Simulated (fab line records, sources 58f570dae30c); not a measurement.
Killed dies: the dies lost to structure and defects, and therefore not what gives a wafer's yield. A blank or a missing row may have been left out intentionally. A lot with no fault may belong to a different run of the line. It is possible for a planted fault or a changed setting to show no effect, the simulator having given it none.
Which tool was responsible? + flow berkeleyCmos170 + 13 lots with 39 wafers sampled at 3 steps, on a route of 331 steps

== WHAT THE GAUGES SHOWED, per wafer ==
UCB170_M2_CD_MEAS_15: the cd target is 700 nm. Usual: cdNm reads 700.2 nm (standard deviation 1.4).
| lot  | measured     | on       | cdNm (nm)         | flag |
|------|--------------|----------|-------------------|------|
| L520 | day 7 23:54  | cdSem-01 | 699.2 698.8 700.1 |      |
| L521 | day 8 00:12  | cdSem-02 | 700.4 702.0 702.0 |      |
| L523 | day 8 05:41  | cdSem-02 | 702.6 702.8 702.8 |      |
| L522 | day 8 05:46  | cdSem-01 | 695.2 697.6 697.4 |      |
| L524 | day 8 22:56  | cdSem-01 | 699.6 699.7 700.5 |      |
| L525 | day 8 23:24  | cdSem-01 | 699.0 700.8 698.4 |      |
| L527 | day 9 06:18  | cdSem-01 | 699.4 700.6 699.0 |      |
| L526 | day 9 06:35  | cdSem-02 | 699.2 699.0 700.0 |      |
| L529 | day 10 01:29 | cdSem-01 | 699.5 698.8 699.2 |      |
| L530 | day 10 01:41 | cdSem-02 | 700.4 699.0 700.1 |      |
| L535 | day 11 04:53 | cdSem-01 | 701.5 700.3 701.2 |      |
| L534 | day 11 05:02 | cdSem-01 | 676.9 694.1 680.4 | OFF  |
| L541 | day 12 09:09 | cdSem-02 | 699.8 701.1 701.4 |      |

UCB170_M2_CD_MEAS_90: the cd target is 700 nm. Usual: cdNm reads 700.1 nm (standard deviation 2.5).
| lot  | measured     | on       | cdNm (nm)         | flag |
|------|--------------|----------|-------------------|------|
| L520 | day 8 00:23  | cdSem-01 | 698.0 699.5 701.2 |      |
| L521 | day 8 00:41  | cdSem-01 | 698.8 702.7 705.7 |      |
| L523 | day 8 06:10  | cdSem-01 | 701.7 702.8 705.5 |      |
| L522 | day 8 06:15  | cdSem-02 | 697.5 699.3 697.8 |      |
| L524 | day 8 23:32  | cdSem-02 | 700.6 698.5 700.8 |      |
| L525 | day 8 23:53  | cdSem-02 | 697.0 700.0 698.3 |      |
| L527 | day 9 06:47  | cdSem-01 | 699.2 700.8 697.5 |      |
| L526 | day 9 07:05  | cdSem-02 | 696.2 701.1 698.6 |      |
| L529 | day 10 01:58 | cdSem-01 | 702.5 700.6 695.7 |      |
| L530 | day 10 02:10 | cdSem-02 | 699.0 695.9 699.0 |      |
| L535 | day 11 05:23 | cdSem-01 | 701.7 696.9 696.0 |      |
| L534 | day 11 05:38 | cdSem-01 | 676.7 697.2 685.2 | OFF  |
| L541 | day 12 09:38 | cdSem-02 | 697.8 700.3 701.5 |      |

== TOOL THAT RAN EACH LOT (tool first, then ch and the chambers of the sampled wafers, then the start) ==
| lot  | UCB170_M2_EXPOSE_12              |
|------|----------------------------------|
| L520 | krfScanner-02 ch 0, day 7 23:21  |
| L521 | krfScanner-01 ch 0, day 7 23:49  |
| L523 | krfScanner-02 ch 0, day 8 05:05  |
| L522 | krfScanner-01 ch 0, day 8 05:22  |
| L524 | krfScanner-01 ch 0, day 8 22:27  |
| L525 | krfScanner-02 ch 0, day 8 23:00  |
| L527 | krfScanner-02 ch 0, day 9 05:55  |
| L526 | krfScanner-01 ch 0, day 9 06:12  |
| L529 | krfScanner-01 ch 0, day 10 01:05 |
| L530 | krfScanner-02 ch 0, day 10 01:17 |
| L535 | krfScanner-02 ch 0, day 11 04:05 |
| L534 | krfScanner-01 ch 0, day 11 04:23 |
| L541 | krfScanner-02 ch 0, day 12 08:41 |
- UCB170_M2_EXPOSE_12: exposes mask METAL2, target cd 700 nm.

== WHAT THE TOOLS THEMSELVES READ (means of the sampled wafers that have a number; where no wafer has one, the mark that the record gives instead) ==
UCB170_M2_EXPOSE_12. Usual: exposureDoseMJCm2 25.977, standard deviation 0.027; stageVelMmS 500.07 mm/s, standard deviation 0.23.
| lot  | tool          | exposureDoseMJCm2 | stageVelMmS (mm/s) | flag |
|------|---------------|-------------------|--------------------|------|
| L520 | krfScanner-02 | 25.965            | 500.12             |      |
| L521 | krfScanner-01 | 25.993            | 499.75             |      |
| L523 | krfScanner-02 | 26.002            | 499.98             |      |
| L522 | krfScanner-01 | 25.963            | 500.23             |      |
| L524 | krfScanner-01 | 26.003            | 500.16             |      |
| L525 | krfScanner-02 | 25.973            | 500.33             |      |
| L527 | krfScanner-02 | 25.988            | 500.00             |      |
| L526 | krfScanner-01 | 25.968            | 500.30             |      |
| L529 | krfScanner-01 | 26.004            | 500.01             |      |
| L530 | krfScanner-02 | 25.973            | 499.99             |      |
| L535 | krfScanner-02 | 25.954            | 499.90             |      |
| L534 | krfScanner-01 | 25.405            | 500.20             | OFF  |
| L541 | krfScanner-02 | 25.963            | 500.16             |      |

== THE ANSWER, worked out from the rows above alone ==
Rule: a lot counts as off when the mean over its wafers that have a number is more than 3 standard deviations away from the usual mean. Also off: a lot with no number at a reading for which 4 or more lots have one. All remaining lots with rows at the step are treated as sound. First the gauges in route order, then the tools' own readings, where a lot's mean is used as printed above. The first step at which some lot is off is used, and at that step the reading that is off furthest; a lot without a number counts as furthest.
Off: L534, at UCB170_M2_CD_MEAS_15 (cdNm).
If a tool, at a process step before that reading, ran all the lots that are off and no sound lot after the first of them, it fits. The gauges at UCB170_M2_CD_MEAS_15 aren't tried: what is off there is off at UCB170_M2_EXPOSE_12 too, on other tools, and a gauge's error can't cause that. One candidate fits, namely krfScanner-01 at UCB170_M2_EXPOSE_12. Its last sound lot is L529 (day 10 01:05), its first lot that is off L534 (day 11 04:23): a fault that began between those two fits.
On the lots that are off, the tool's own readings at UCB170_M2_EXPOSE_12 differ by more than 5 times the standard deviation of the sound lots' means, which bears it out; exposureDoseMJCm2 reads 25.405 there versus 25.979 on the sound lots.

== WHAT HAD BEEN PUT IN BY THE SIMULATOR ==
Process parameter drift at UCB170_M2_EXPOSE_12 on krfScanner-01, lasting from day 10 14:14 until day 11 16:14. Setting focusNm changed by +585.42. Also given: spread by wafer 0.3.
Struck lots among those shown: L534. The rule above reached the same finding.
